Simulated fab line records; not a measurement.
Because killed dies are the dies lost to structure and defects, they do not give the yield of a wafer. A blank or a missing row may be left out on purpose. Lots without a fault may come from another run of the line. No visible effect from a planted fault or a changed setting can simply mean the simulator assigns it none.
Which tool is to blame? || flow berkeleyCmos170 || 42 wafers from 14 lots sampled at 6 of the route's 331 steps

== WHAT THE GAUGES READ, wafer by wafer ==
UCB170_SILICIDE_RS_MEAS_02: the measuring method here is four-point-probe. Usual: SILICIDE_TI_RS 25.98 ohm/sq, standard deviation 0.28.
{"lot": "L409", "measured": "day 8 12:08", "on": "filmMetro-01", "SILICIDE_TI_RS (ohm/sq)": "25.91 26.06 25.78", "flag": ""}
{"lot": "L408", "measured": "day 8 12:25", "on": "filmMetro-01", "SILICIDE_TI_RS (ohm/sq)": "26.26 25.76 26.48", "flag": ""}
{"lot": "L410", "measured": "day 9 06:23", "on": "filmMetro-01", "SILICIDE_TI_RS (ohm/sq)": "25.77 25.93 25.90", "flag": ""}
{"lot": "L411", "measured": "day 9 11:08", "on": "filmMetro-01", "SILICIDE_TI_RS (ohm/sq)": "25.79 25.74 25.57", "flag": ""}
{"lot": "L413", "measured": "day 9 11:40", "on": "filmMetro-01", "SILICIDE_TI_RS (ohm/sq)": "26.50 26.31 26.27", "flag": ""}
{"lot": "L416", "measured": "day 9 21:18", "on": "filmMetro-01", "SILICIDE_TI_RS (ohm/sq)": "26.10 26.01 25.83", "flag": ""}
{"lot": "L415", "measured": "day 10 00:26", "on": "filmMetro-01", "SILICIDE_TI_RS (ohm/sq)": "26.28 26.05 26.32", "flag": ""}
{"lot": "L417", "measured": "day 10 14:29", "on": "filmMetro-01", "SILICIDE_TI_RS (ohm/sq)": "26.42 25.84 25.88", "flag": ""}
{"lot": "L418", "measured": "day 10 16:02", "on": "filmMetro-01", "SILICIDE_TI_RS (ohm/sq)": "25.92 25.89 26.25", "flag": ""}
{"lot": "L419", "measured": "day 10 16:16", "on": "filmMetro-04", "SILICIDE_TI_RS (ohm/sq)": "26.04 25.99 26.26", "flag": ""}
{"lot": "L420", "measured": "day 10 23:19", "on": "filmMetro-04", "SILICIDE_TI_RS (ohm/sq)": "26.00 26.10 25.77", "flag": ""}
{"lot": "L423", "measured": "day 11 05:20", "on": "filmMetro-03", "SILICIDE_TI_RS (ohm/sq)": "26.29 25.62 25.90", "flag": ""}
{"lot": "L422", "measured": "day 11 05:32", "on": "filmMetro-03", "SILICIDE_TI_RS (ohm/sq)": "26.27 25.81 26.05", "flag": ""}
{"lot": "L427", "measured": "day 12 02:37", "on": "filmMetro-04", "SILICIDE_TI_RS (ohm/sq)": "26.45 26.20 26.10", "flag": ""}

UCB170_M1_CD_MEAS_90 targets a cd of 700 nm. Usual: cdNm reads 699.6 nm (standard deviation 2.9).
{"lot": "L409", "measured": "day 8 19:10", "on": "cdSem-01", "cdNm (nm)": "694.2 695.9 701.9", "flag": ""}
{"lot": "L408", "measured": "day 8 20:26", "on": "cdSem-01", "cdNm (nm)": "701.7 698.6 700.7", "flag": ""}
{"lot": "L410", "measured": "day 9 13:34", "on": "cdSem-02", "cdNm (nm)": "698.2 700.0 701.6", "flag": ""}
{"lot": "L411", "measured": "day 9 18:17", "on": "cdSem-01", "cdNm (nm)": "694.6 693.5 697.8", "flag": ""}
{"lot": "L413", "measured": "day 9 19:38", "on": "cdSem-01", "cdNm (nm)": "694.8 700.8 698.3", "flag": ""}
{"lot": "L416", "measured": "day 10 06:47", "on": "cdSem-01", "cdNm (nm)": "697.9 694.9 698.3", "flag": ""}
{"lot": "L415", "measured": "day 10 09:47", "on": "cdSem-01", "cdNm (nm)": "697.4 698.6 700.1", "flag": ""}
{"lot": "L417", "measured": "day 10 23:45", "on": "cdSem-02", "cdNm (nm)": "699.5 698.0 699.5", "flag": ""}
{"lot": "L418", "measured": "day 10 23:53", "on": "cdSem-01", "cdNm (nm)": "699.1 697.0 697.2", "flag": ""}
{"lot": "L419", "measured": "day 11 00:43", "on": "cdSem-01", "cdNm (nm)": "687.1 686.5 686.5", "flag": "OFF"}
{"lot": "L420", "measured": "day 11 06:53", "on": "cdSem-02", "cdNm (nm)": "700.9 701.4 699.6", "flag": ""}
{"lot": "L423", "measured": "day 11 12:14", "on": "cdSem-02", "cdNm (nm)": "703.5 702.1 702.9", "flag": ""}
{"lot": "L422", "measured": "day 11 14:00", "on": "cdSem-01", "cdNm (nm)": "685.2 687.0 686.9", "flag": "OFF"}
{"lot": "L427", "measured": "day 12 10:23", "on": "cdSem-02", "cdNm (nm)": "698.2 700.6 700.3", "flag": ""}

== EACH LOT AND THE TOOL THAT RAN IT (in order: tool; ch and the chambers of the sampled wafers; start) ==
{"lot": "L409", "UCB170_SDANNEAL_RTA_00": "rtpAnneal-01 ch 0, day 8 11:23", "UCB170_M1_ETCH_11": "rieDiel-02 ch 2,3, day 8 18:52", "UCB170_M1_METAL_ETCH_12": "rieMetal-02 ch 0,1, day 8 18:56", "UCB170_M1_STRIP_13": "plasmaAsher-04 ch 0,1, day 8 19:04"}
{"lot": "L408", "UCB170_SDANNEAL_RTA_00": "rtpAnneal-02 ch 0, day 8 11:32", "UCB170_M1_ETCH_11": "rieDiel-04 ch 0,3, day 8 20:09", "UCB170_M1_METAL_ETCH_12": "rieMetal-02 ch 0,1, day 8 20:12", "UCB170_M1_STRIP_13": "plasmaAsher-03 ch 0,1, day 8 20:20"}
{"lot": "L410", "UCB170_SDANNEAL_RTA_00": "rtpAnneal-02 ch 0, day 9 05:41", "UCB170_M1_ETCH_11": "rieDiel-02 ch 1,3, day 9 13:16", "UCB170_M1_METAL_ETCH_12": "rieMetal-02 ch 0,1, day 9 13:19", "UCB170_M1_STRIP_13": "plasmaAsher-03 ch 0,1, day 9 13:26"}
{"lot": "L411", "UCB170_SDANNEAL_RTA_00": "rtpAnneal-02 ch 0, day 9 10:23", "UCB170_M1_ETCH_11": "rieDiel-03 ch 2,3, day 9 17:58", "UCB170_M1_METAL_ETCH_12": "rieMetal-04 ch 0,1, day 9 18:03", "UCB170_M1_STRIP_13": "plasmaAsher-03 ch 0,1, day 9 18:10"}
{"lot": "L413", "UCB170_SDANNEAL_RTA_00": "rtpAnneal-02 ch 0, day 9 10:49", "UCB170_M1_ETCH_11": "rieDiel-03 ch 0,2,3, day 9 19:22", "UCB170_M1_METAL_ETCH_12": "rieMetal-02 ch 0,1, day 9 19:24", "UCB170_M1_STRIP_13": "plasmaAsher-01 ch 0,1, day 9 19:32"}
{"lot": "L416", "UCB170_SDANNEAL_RTA_00": "rtpAnneal-02 ch 0, day 9 20:35", "UCB170_M1_ETCH_11": "rieDiel-03 ch 1,2,3, day 10 06:30", "UCB170_M1_METAL_ETCH_12": "rieMetal-04 ch 0,1, day 10 06:32", "UCB170_M1_STRIP_13": "plasmaAsher-01 ch 1, day 10 06:40"}
{"lot": "L415", "UCB170_SDANNEAL_RTA_00": "rtpAnneal-01 ch 0, day 9 23:44", "UCB170_M1_ETCH_11": "rieDiel-02 ch 1,2, day 10 09:31", "UCB170_M1_METAL_ETCH_12": "rieMetal-02 ch 0, day 10 09:33", "UCB170_M1_STRIP_13": "plasmaAsher-03 ch 0,1, day 10 09:41"}
{"lot": "L417", "UCB170_SDANNEAL_RTA_00": "rtpAnneal-02 ch 0, day 10 13:40", "UCB170_M1_ETCH_11": "rieDiel-03 ch 0,1,2, day 10 23:20", "UCB170_M1_METAL_ETCH_12": "rieMetal-02 ch 0, day 10 23:23", "UCB170_M1_STRIP_13": "plasmaAsher-04 ch 0,1, day 10 23:39"}
{"lot": "L418", "UCB170_SDANNEAL_RTA_00": "rtpAnneal-02 ch 0, day 10 15:19", "UCB170_M1_ETCH_11": "rieDiel-02 ch 1,2,3, day 10 23:35", "UCB170_M1_METAL_ETCH_12": "rieMetal-04 ch 0, day 10 23:38", "UCB170_M1_STRIP_13": "plasmaAsher-03 ch 0,1, day 10 23:46"}
{"lot": "L419", "UCB170_SDANNEAL_RTA_00": "rtpAnneal-01 ch 0, day 10 15:33", "UCB170_M1_ETCH_11": "rieDiel-02 ch 1,2,3, day 11 00:17", "UCB170_M1_METAL_ETCH_12": "rieMetal-02 ch 0, day 11 00:22", "UCB170_M1_STRIP_13": "plasmaAsher-04 ch 0,1, day 11 00:35"}
{"lot": "L420", "UCB170_SDANNEAL_RTA_00": "rtpAnneal-01 ch 0, day 10 22:35", "UCB170_M1_ETCH_11": "rieDiel-02 ch 0,2,3, day 11 06:25", "UCB170_M1_METAL_ETCH_12": "rieMetal-03 ch 0, day 11 06:36", "UCB170_M1_STRIP_13": "plasmaAsher-04 ch 0,1, day 11 06:46"}
{"lot": "L423", "UCB170_SDANNEAL_RTA_00": "rtpAnneal-02 ch 0, day 11 04:33", "UCB170_M1_ETCH_11": "rieDiel-04 ch 0,1,2, day 11 11:55", "UCB170_M1_METAL_ETCH_12": "rieMetal-03 ch 0,1, day 11 11:59", "UCB170_M1_STRIP_13": "plasmaAsher-04 ch 0,1, day 11 12:07"}
{"lot": "L422", "UCB170_SDANNEAL_RTA_00": "rtpAnneal-01 ch 0, day 11 04:49", "UCB170_M1_ETCH_11": "rieDiel-03 ch 0,1,3, day 11 13:29", "UCB170_M1_METAL_ETCH_12": "rieMetal-02 ch 0, day 11 13:37", "UCB170_M1_STRIP_13": "plasmaAsher-04 ch 0,1, day 11 13:50"}
{"lot": "L427", "UCB170_SDANNEAL_RTA_00": "rtpAnneal-02 ch 0, day 12 01:55", "UCB170_M1_ETCH_11": "rieDiel-04 ch 0,1, day 12 10:05", "UCB170_M1_METAL_ETCH_12": "rieMetal-03 ch 0,1, day 12 10:08", "UCB170_M1_STRIP_13": "plasmaAsher-04 ch 0,1, day 12 10:16"}
- UCB170_SDANNEAL_RTA_00: time 10 s.
- UCB170_M1_ETCH_11: etches BARC in N2/H2.
- UCB170_M1_METAL_ETCH_12: etches Al in Cl2/BCl3, stops on PSG, target depth 780 nm, time 130 s.
- UCB170_M1_STRIP_13: strips in O2.

== WHAT THE TOOLS THEMSELVES READ (means of the sampled wafers that have a number; where no wafer has one, the mark that the record gives instead) ==
UCB170_SDANNEAL_RTA_00. Usual: lampPowerPct 28.2 %, standard deviation 2.3; wafer_temp_C_max 903.9, standard deviation 1.3.
{"lot": "L409", "tool": "rtpAnneal-01", "lampPowerPct (%)": 24.9, "wafer_temp_C_max": 902.0, "flag": ""}
{"lot": "L408", "tool": "rtpAnneal-02", "lampPowerPct (%)": 29.8, "wafer_temp_C_max": 906.0, "flag": ""}
{"lot": "L410", "tool": "rtpAnneal-02", "lampPowerPct (%)": 29.8, "wafer_temp_C_max": 905.6, "flag": ""}
{"lot": "L411", "tool": "rtpAnneal-02", "lampPowerPct (%)": 29.8, "wafer_temp_C_max": 904.4, "flag": ""}
{"lot": "L413", "tool": "rtpAnneal-02", "lampPowerPct (%)": 29.8, "wafer_temp_C_max": 904.2, "flag": ""}
{"lot": "L416", "tool": "rtpAnneal-02", "lampPowerPct (%)": 29.9, "wafer_temp_C_max": 904.1, "flag": ""}
{"lot": "L415", "tool": "rtpAnneal-01", "lampPowerPct (%)": 25.0, "wafer_temp_C_max": 902.4, "flag": ""}
{"lot": "L417", "tool": "rtpAnneal-02", "lampPowerPct (%)": 29.9, "wafer_temp_C_max": 904.5, "flag": ""}
{"lot": "L418", "tool": "rtpAnneal-02", "lampPowerPct (%)": 29.9, "wafer_temp_C_max": 903.9, "flag": ""}
{"lot": "L419", "tool": "rtpAnneal-01", "lampPowerPct (%)": 25.0, "wafer_temp_C_max": 902.0, "flag": ""}
{"lot": "L420", "tool": "rtpAnneal-01", "lampPowerPct (%)": 25.0, "wafer_temp_C_max": 902.2, "flag": ""}
{"lot": "L423", "tool": "rtpAnneal-02", "lampPowerPct (%)": 29.8, "wafer_temp_C_max": 905.1, "flag": ""}
{"lot": "L422", "tool": "rtpAnneal-01", "lampPowerPct (%)": 25.0, "wafer_temp_C_max": 902.7, "flag": ""}
{"lot": "L427", "tool": "rtpAnneal-02", "lampPowerPct (%)": 29.9, "wafer_temp_C_max": 903.2, "flag": ""}

UCB170_M1_ETCH_11. Usual: biasW 100.0 W, standard deviation 0.31; drypumpMotorCurrentA 5.9 A, standard deviation 0.53; oesProductAu 0.996 a.u., standard deviation 0.015; throttleValvePct 13.35 %, standard deviation 0.21.
{"lot": "L409", "tool": "rieDiel-02", "biasW (W)": 100.0, "drypumpMotorCurrentA (A)": 5.9, "oesProductAu (a.u.)": 0.996, "throttleValvePct (%)": 13.39, "flag": ""}
{"lot": "L408", "tool": "rieDiel-04", "biasW (W)": 100.1, "drypumpMotorCurrentA (A)": 5.3, "oesProductAu (a.u.)": 1.003, "throttleValvePct (%)": 13.40, "flag": ""}
{"lot": "L410", "tool": "rieDiel-02", "biasW (W)": 99.7, "drypumpMotorCurrentA (A)": 5.4, "oesProductAu (a.u.)": 0.993, "throttleValvePct (%)": 13.35, "flag": ""}
{"lot": "L411", "tool": "rieDiel-03", "biasW (W)": 100.1, "drypumpMotorCurrentA (A)": 6.1, "oesProductAu (a.u.)": 1.001, "throttleValvePct (%)": 13.54, "flag": ""}
{"lot": "L413", "tool": "rieDiel-03", "biasW (W)": 99.9, "drypumpMotorCurrentA (A)": 6.0, "oesProductAu (a.u.)": 1.005, "throttleValvePct (%)": 13.51, "flag": ""}
{"lot": "L416", "tool": "rieDiel-03", "biasW (W)": 99.9, "drypumpMotorCurrentA (A)": 6.1, "oesProductAu (a.u.)": 0.993, "throttleValvePct (%)": 13.32, "flag": ""}
{"lot": "L415", "tool": "rieDiel-02", "biasW (W)": 100.1, "drypumpMotorCurrentA (A)": 5.4, "oesProductAu (a.u.)": 0.995, "throttleValvePct (%)": 13.42, "flag": ""}
{"lot": "L417", "tool": "rieDiel-03", "biasW (W)": 100.2, "drypumpMotorCurrentA (A)": 6.5, "oesProductAu (a.u.)": 0.988, "throttleValvePct (%)": 13.38, "flag": ""}
{"lot": "L418", "tool": "rieDiel-02", "biasW (W)": 99.8, "drypumpMotorCurrentA (A)": 5.7, "oesProductAu (a.u.)": 1.001, "throttleValvePct (%)": 13.40, "flag": ""}
{"lot": "L419", "tool": "rieDiel-02", "biasW (W)": 100.1, "drypumpMotorCurrentA (A)": 5.7, "oesProductAu (a.u.)": 0.991, "throttleValvePct (%)": 13.41, "flag": ""}
{"lot": "L420", "tool": "rieDiel-02", "biasW (W)": 99.6, "drypumpMotorCurrentA (A)": 6.0, "oesProductAu (a.u.)": 0.998, "throttleValvePct (%)": 13.38, "flag": ""}
{"lot": "L423", "tool": "rieDiel-04", "biasW (W)": 99.8, "drypumpMotorCurrentA (A)": 5.6, "oesProductAu (a.u.)": 0.996, "throttleValvePct (%)": 13.16, "flag": ""}
{"lot": "L422", "tool": "rieDiel-03", "biasW (W)": 99.8, "drypumpMotorCurrentA (A)": 6.0, "oesProductAu (a.u.)": 1.001, "throttleValvePct (%)": 13.29, "flag": ""}
{"lot": "L427", "tool": "rieDiel-04", "biasW (W)": 99.7, "drypumpMotorCurrentA (A)": 5.4, "oesProductAu (a.u.)": 0.993, "throttleValvePct (%)": 13.32, "flag": ""}

UCB170_M1_METAL_ETCH_12. Usual: biasW 120.0 W, standard deviation 0.34; drypumpMotorCurrentA 5.7 A, standard deviation 0.52; oesProductAu 0.855 a.u., standard deviation 0.013; throttleValvePct 24.15 %, standard deviation 0.21.
{"lot": "L409", "tool": "rieMetal-02", "biasW (W)": 120.5, "drypumpMotorCurrentA (A)": 5.5, "oesProductAu (a.u.)": 0.856, "throttleValvePct (%)": 24.21, "flag": ""}
{"lot": "L408", "tool": "rieMetal-02", "biasW (W)": 120.1, "drypumpMotorCurrentA (A)": 5.5, "oesProductAu (a.u.)": 0.857, "throttleValvePct (%)": 24.22, "flag": ""}
{"lot": "L410", "tool": "rieMetal-02", "biasW (W)": 119.6, "drypumpMotorCurrentA (A)": 5.4, "oesProductAu (a.u.)": 0.868, "throttleValvePct (%)": 24.34, "flag": ""}
{"lot": "L411", "tool": "rieMetal-04", "biasW (W)": 119.8, "drypumpMotorCurrentA (A)": 5.1, "oesProductAu (a.u.)": 0.871, "throttleValvePct (%)": 23.97, "flag": ""}
{"lot": "L413", "tool": "rieMetal-02", "biasW (W)": 120.3, "drypumpMotorCurrentA (A)": 5.4, "oesProductAu (a.u.)": 0.866, "throttleValvePct (%)": 24.35, "flag": ""}
{"lot": "L416", "tool": "rieMetal-04", "biasW (W)": 120.0, "drypumpMotorCurrentA (A)": 5.1, "oesProductAu (a.u.)": 0.871, "throttleValvePct (%)": 23.97, "flag": ""}
{"lot": "L415", "tool": "rieMetal-02", "biasW (W)": 120.0, "drypumpMotorCurrentA (A)": 5.6, "oesProductAu (a.u.)": 0.850, "throttleValvePct (%)": 24.10, "flag": ""}
{"lot": "L417", "tool": "rieMetal-02", "biasW (W)": 119.8, "drypumpMotorCurrentA (A)": 5.6, "oesProductAu (a.u.)": 0.846, "throttleValvePct (%)": 24.10, "flag": ""}
{"lot": "L418", "tool": "rieMetal-04", "biasW (W)": 119.8, "drypumpMotorCurrentA (A)": 5.3, "oesProductAu (a.u.)": 0.866, "throttleValvePct (%)": 23.87, "flag": ""}
{"lot": "L419", "tool": "rieMetal-02", "biasW (W)": 120.0, "drypumpMotorCurrentA (A)": 5.6, "oesProductAu (a.u.)": 0.726, "throttleValvePct (%)": 24.17, "flag": "OFF"}
{"lot": "L420", "tool": "rieMetal-03", "biasW (W)": 120.1, "drypumpMotorCurrentA (A)": 6.1, "oesProductAu (a.u.)": 0.845, "throttleValvePct (%)": 23.95, "flag": ""}
{"lot": "L423", "tool": "rieMetal-03", "biasW (W)": 120.0, "drypumpMotorCurrentA (A)": 6.5, "oesProductAu (a.u.)": 0.852, "throttleValvePct (%)": 24.24, "flag": ""}
{"lot": "L422", "tool": "rieMetal-02", "biasW (W)": 119.8, "drypumpMotorCurrentA (A)": 5.6, "oesProductAu (a.u.)": 0.734, "throttleValvePct (%)": 24.16, "flag": "OFF"}
{"lot": "L427", "tool": "rieMetal-03", "biasW (W)": 119.9, "drypumpMotorCurrentA (A)": 6.3, "oesProductAu (a.u.)": 0.847, "throttleValvePct (%)": 24.08, "flag": ""}

UCB170_M1_STRIP_13. Usual: drypumpMotorCurrentA 5.46 A, standard deviation 0.24; oesProductAu 0.720 a.u., standard deviation 0.0044.
{"lot": "L409", "tool": "plasmaAsher-04", "drypumpMotorCurrentA (A)": 5.31, "oesProductAu (a.u.)": 0.722, "flag": ""}
{"lot": "L408", "tool": "plasmaAsher-03", "drypumpMotorCurrentA (A)": 5.49, "oesProductAu (a.u.)": 0.719, "flag": ""}
{"lot": "L410", "tool": "plasmaAsher-03", "drypumpMotorCurrentA (A)": 5.66, "oesProductAu (a.u.)": 0.719, "flag": ""}
{"lot": "L411", "tool": "plasmaAsher-03", "drypumpMotorCurrentA (A)": 5.66, "oesProductAu (a.u.)": 0.714, "flag": ""}
{"lot": "L413", "tool": "plasmaAsher-01", "drypumpMotorCurrentA (A)": 5.74, "oesProductAu (a.u.)": 0.720, "flag": ""}
{"lot": "L416", "tool": "plasmaAsher-01", "drypumpMotorCurrentA (A)": 5.56, "oesProductAu (a.u.)": 0.721, "flag": ""}
{"lot": "L415", "tool": "plasmaAsher-03", "drypumpMotorCurrentA (A)": 5.70, "oesProductAu (a.u.)": 0.717, "flag": ""}
{"lot": "L417", "tool": "plasmaAsher-04", "drypumpMotorCurrentA (A)": 5.31, "oesProductAu (a.u.)": 0.718, "flag": ""}
{"lot": "L418", "tool": "plasmaAsher-03", "drypumpMotorCurrentA (A)": 5.50, "oesProductAu (a.u.)": 0.724, "flag": ""}
{"lot": "L419", "tool": "plasmaAsher-04", "drypumpMotorCurrentA (A)": 5.39, "oesProductAu (a.u.)": 0.596, "flag": "OFF"}
{"lot": "L420", "tool": "plasmaAsher-04", "drypumpMotorCurrentA (A)": 5.41, "oesProductAu (a.u.)": 0.715, "flag": ""}
{"lot": "L423", "tool": "plasmaAsher-04", "drypumpMotorCurrentA (A)": 5.31, "oesProductAu (a.u.)": 0.720, "flag": ""}
{"lot": "L422", "tool": "plasmaAsher-04", "drypumpMotorCurrentA (A)": 5.39, "oesProductAu (a.u.)": 0.594, "flag": "OFF"}
{"lot": "L427", "tool": "plasmaAsher-04", "drypumpMotorCurrentA (A)": 5.31, "oesProductAu (a.u.)": 0.724, "flag": ""}

== THE ANSWER, worked out from the rows above alone ==
Rule: a lot counts as off when the mean over its wafers that have a number is more than 3 standard deviations away from the usual mean. A lot without any number at a reading at which 4 lots or more have one is off too. The other lots that the step has rows for count as sound. The gauges are gone through in route order, then the tools' own readings, and for those a lot's mean is taken as printed above. At the first step where some lot is off, the reading lying furthest off is the one used; lots without a number count as furthest.
Off: L419, L422, at UCB170_M1_CD_MEAS_90 (cdNm).
A tool fits if, at a process step before that reading, it ran every lot that is off, and no sound lot after the first of them. Not tried: the gauges at UCB170_M1_CD_MEAS_90; whatever is off there is also off at UCB170_M1_METAL_ETCH_12, on other tools, and gauge error can't account for it. One fits: UCB170_M1_METAL_ETCH_12 on rieMetal-02. A fault onset in the window from L417 (day 10 23:23, its last sound lot) to L419 (day 11 00:22, its first lot off) fits.
The tool's own readings at UCB170_M1_METAL_ETCH_12 bear it out: on the lots that are off they differ by more than 5 times the standard deviation of the sound lots' means. oesProductAu reads 0.730 a.u. there against 0.858 a.u. on the sound lots.

== WHAT THE SIMULATOR HAD PUT IN ==
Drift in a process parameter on rieMetal-02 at UCB170_M1_METAL_ETCH_12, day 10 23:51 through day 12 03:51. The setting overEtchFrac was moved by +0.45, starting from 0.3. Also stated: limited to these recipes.
Shown lots that were struck: L419, L422. This agrees with what the rule above found.
